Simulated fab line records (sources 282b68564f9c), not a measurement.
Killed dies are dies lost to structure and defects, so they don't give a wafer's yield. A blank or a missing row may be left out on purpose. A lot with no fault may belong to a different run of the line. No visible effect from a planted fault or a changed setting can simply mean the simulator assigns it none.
fab line records | flow ritCmos
record lots=14 wafers=42 lastDay=7
route steps=202 shown M1@197
lots with no fault: from the same line, run without faults
startH: hours from the record's first day to the start of the lot's first wafer shown | waitH: hours since the lot's step before | " identical to the entry in the row above | L1.1+2: a single row standing in for several wafers | - no value, or no start given | * or withheld: withheld | < > ~ a bound
route shown NAME@n: NAME is a module with steps in the file, n the number in the route of the first one | usual: the fault-free wafers' mean and standard deviation | same: alike in all rows | chamber/n: place in a boat | sites: the reading at each site | _std_site: the standard deviation of these | _edge_site: the outer-site mean with the inner-site mean subtracted | radiusMm: how far each site lies from the wafer's centre | mask NAME#n: copy n | behind: the last tool/chamber to shape the wafer | hold: the reason the lot was held/the length of the hold in hours/how it ended | device: the transistor (n, p or np) that didn't switch | end of line: the tests these same wafers got at the end of their route | a step given without rows: its recipe and nothing more | killed: dies that structure and defects cost at the first sort, which is not the same as the wafer's yield | map: the dies of a wafer, with x for killed, . for not killed, _ for no die there
set.NAME: setting as actually run; set.NAME@STEP: the setting as run at that earlier step | model.NAME: the simulator's own value behind a step, which no gauge read
route steps across a sampled set of lots; one table per step, one row per wafer
services: a tool's chamber out of use, with start hour (startH, from the record's first day; less than 0 if before it), hours out, and reason
## steps
# step RIT_M1_STRIP_13
# recipe chemistry=nmp resist=NOVOLAK tempC=80 timeS=600 dry=n2Spin
# usual runLengthS=627/3
# columns lot.wafer tool chamber startH waitH runLengthS
L166.1 wetBench-02 2 57.08 0.1 626
L166.2 " 2 " " 626
L166.6 " 2 " " 626
L167.1 wetBench-04 2 59.79 0.1 626
L167.2 " 2 " " 626
L167.4 " 2 " " 626
L170.1 wetBench-04 2 79.14 0.1 626
L170.4 " 2 " " 626
L170.5 " 2 " " 626
L171.2 wetBench-02 3 81.93 0.1 624
L171.4 " 3 " " 624
L171.5 " 3 " " 624
L173.1 wetBench-04 2 90.63 0.1 634
L173.3 " 2 " " 634
L173.5 " 2 " " 634
L174.1 wetBench-03 0 101.49 0.1 634
L174.3 " 0 " " 634
L174.6 " 0 " " 634
L176.2 wetBench-03 2 109.69 0.1 626
L176.4 " 2 " " 626
L176.5 " 2 " " 626
L178.2 wetBench-02 3 117.56 0.1 625
L178.3 " 3 " " 625
L178.4 " 3 " " 625
L179.1 wetBench-02 3 121.64 0.1 624
L179.5 " 3 " " 624
L179.6 " 3 " " 624
L181.1 wetBench-02 3 134.58 0.1 772
L181.4 " 3 " " 772
L181.5 " 3 " " 772
L183.1 wetBench-02 0 142.67 0.1 774
L183.2 " 0 " " 774
L183.5 " 0 " " 774
L185.1 wetBench-04 2 150.92 0.1 627
L185.4 " 2 " " 627
L185.5 " 2 " " 627
L188.2 wetBench-04 3 166.33 0.1 626
L188.3 " 3 " " 626
L188.5 " 3 " " 626
L189.1 wetBench-04 0 169.68 0.1 625
L189.2 " 0 " " 625
L189.4 " 0 " " 625
# step RIT_M1_PROBE_99
# usual defectLimitedYield=97.4/1.1 killedAtContacts=0.1/0.27 killedAtFrontEnd=7/3 killedDies=7.0/3 killedOpen=3.5/2.1 killedShort=3.4/1.9 sort_bin_3_pad_short=0.1/0.19 sort_bin_5_function=1.4/0.77 sort_bin_6_memory=1.1/0.72 sortNPass=257.0/3 sortYieldPct=97.4/1.1
# same grossDies=264 killed_at_M0_to_M3=0 killed_at_M4_up=0 killedAtBackSide=0 killedAtOther=0
# columns lot.wafer tool chamber startH waitH defectLimitedYield[%] killedAtContacts killedAtFrontEnd killedDies killedOpen killedShort sort_bin_3_pad_short[%] sort_bin_5_function[%] sort_bin_6_memory[%] sortNPass sortYieldPct[%]
L173.1 prober-02 - 95.29 0.1 95.5 0 12 12 5 7 0 3.0 1.5 252.0 95.5
L173.3 prober-02 - 95.39 0.2 96.6 0 9 9 4 5 0 1.5 1.9 255.0 96.6
L173.5 prober-02 - 95.49 0.2 99.2 0 2 2 1 1 0.4 0 0.4 262.0 99.2
L174.1 prober-01 - 103.67 0.1 96.2 0 10 10 7 3 0.4 2.7 0.8 254.0 96.2
L174.3 prober-01 - 103.77 0.2 97.3 0 7 7 2 5 0 1.5 1.1 257.0 97.3
L174.6 prober-01 - 103.92 0.2 98.9 0 3 3 1 2 0 1.1 0 261.0 98.9
L178.2 prober-01 - 120.35 0.1 97.3 0 7 7 5 2 0 1.1 1.5 257.0 97.3
L178.3 prober-01 - 120.40 0.2 98.5 1 3 4 2 2 0 0.8 0.8 260.0 98.5
L178.4 prober-01 - 120.45 0.2 97.7 0 6 6 5 1 0.4 1.1 0.8 258.0 97.7
L183.1 prober-02 - 144.79 0.1 96.2 0 10 10 6 4 0 1.9 1.9 254.0 96.2
L183.2 prober-02 - 144.84 0.1 98.5 0 4 4 1 3 0 0.8 0.8 260.0 98.5
L183.5 prober-02 - 144.99 0.2 97.7 0 6 6 5 1 0 1.1 1.1 258.0 97.7
L185.1 prober-02 - 153.30 0.1 98.9 0 3 3 2 1 0 0 1.1 261.0 98.9
L185.4 prober-02 - 153.45 0.2 98.1 0 5 5 1 4 0.4 0 1.5 259.0 98.1
L185.5 prober-02 - 153.50 0.2 97.0 0 8 8 5 3 0 1.5 1.5 256.0 97.0
L188.2 prober-01 - 168.47 0.1 97.3 0 7 7 4 3 0 1.9 0.8 257.0 97.3
L188.3 prober-01 - 168.52 0.2 97.7 0 6 6 3 3 0 1.5 0.8 258.0 97.7
L188.5 prober-01 - 168.62 0.2 97.3 0 7 7 4 3 0 0.8 1.9 257.0 97.3
# killed by level:class
L173.1 GATE:geometricParticle:open=3 SPACER:geometricParticle:short=3 FOX1:geometricParticle:short=1 FOX2:geometricParticle:short=1 GATE:geometricParticle:short=1 SPACER:geometricParticle:open=1 SILICIDE:geometricParticle:short=1 SILICIDE:geometricParticle:open=1
L173.3 FOX1:geometricParticle:short=2 REOX:geometricParticle:open=2 FOX1:geometricParticle:open=1 FOX2:geometricParticle:open=1 GATE:geometricParticle:short=1 REOX:geometricParticle:short=1 SPACER:geometricParticle:short=1
L173.5 FOX2:geometricParticle:short=1 SPACER:geometricParticle:open=1
L174.1 GATE:geometricParticle:open=3 SILICIDE:geometricParticle:open=3 FOX1:geometricParticle:short=1 FOX2:geometricParticle:open=1 GATE:geometricParticle:short=1 REOX:geometricParticle:short=1
L174.3 REOX:geometricParticle:short=3 FOX2:geometricParticle:short=1 GATE:geometricParticle:short=1 REOX:geometricParticle:open=1 SPACER:geometricParticle:open=1
L174.6 GATE:geometricParticle:open=1 GATE:geometricParticle:short=1 SPACER:geometricParticle:short=1
L178.2 SPACER:geometricParticle:open=3 FOX2:geometricParticle:short=1 GATE:geometricParticle:open=1 SILICIDE:geometricParticle:open=1 SILICIDE:geometricParticle:short=1
L178.3 FOX1:geometricParticle:open=1 GATE:geometricParticle:open=1 SPACER:geometricParticle:short=1 CONTACT:geometricParticle:short=1
L178.4 FOX1:geometricParticle:open=2 GATE:geometricParticle:open=2 FOX1:geometricParticle:short=1 REOX:geometricParticle:open=1
L183.1 GATE:geometricParticle:open=4 GATE:geometricParticle:short=2 FOX2:geometricParticle:short=1 FOX2:geometricParticle:open=1 REOX:geometricParticle:short=1 SILICIDE:geometricParticle:open=1
L183.2 GATE:geometricParticle:short=2 SPACER:geometricParticle:open=1 SILICIDE:geometricParticle:short=1
L183.5 FOX2:geometricParticle:open=2 GATE:geometricParticle:open=2 FOX2:geometricParticle:short=1 REOX:geometricParticle:open=1
L185.1 REOX:geometricParticle:open=1 SPACER:geometricParticle:open=1 SILICIDE:geometricParticle:short=1
L185.4 GATE:geometricParticle:short=3 FOX2:geometricParticle:short=1 GATE:geometricParticle:open=1
L185.5 FOX1:geometricParticle:short=2 GATE:geometricParticle:open=2 FOX1:geometricParticle:open=1 FOX2:geometricParticle:open=1 SPACER:geometricParticle:open=1 SILICIDE:geometricParticle:short=1
L188.2 GATE:geometricParticle:open=3 GATE:geometricParticle:short=1 REOX:geometricParticle:short=1 SPACER:geometricParticle:open=1 SPACER:geometricParticle:short=1
L188.3 FOX1:geometricParticle:short=1 GATE:geometricParticle:open=1 REOX:geometricParticle:short=1 SPACER:geometricParticle:open=1 SILICIDE:geometricParticle:short=1 SILICIDE:geometricParticle:open=1
L188.5 FOX2:geometricParticle:open=2 GATE:geometricParticle:short=2 GATE:geometricParticle:open=2 FOX2:geometricParticle:short=1
## services
# columns tool chamber startH hours kind
wetBench-03 - 146.75 5.7 repair
## key
firstSign step=RIT_M1_STRIP_13 reading=runLengthS direction=up sigmas=48 usual=* struck=*
effect none on later readings
metAt RIT_M1_STRIP_13
struckLots L181,L183
onsetBetween 121.64 134.58
fault kind=processParameterDrift tool=wetBench-02 chamber=- onsetH=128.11 steps=RIT_M1_STRIP_13 channel=timeS offset=* shape=step endH=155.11 actsIn=* stated=*
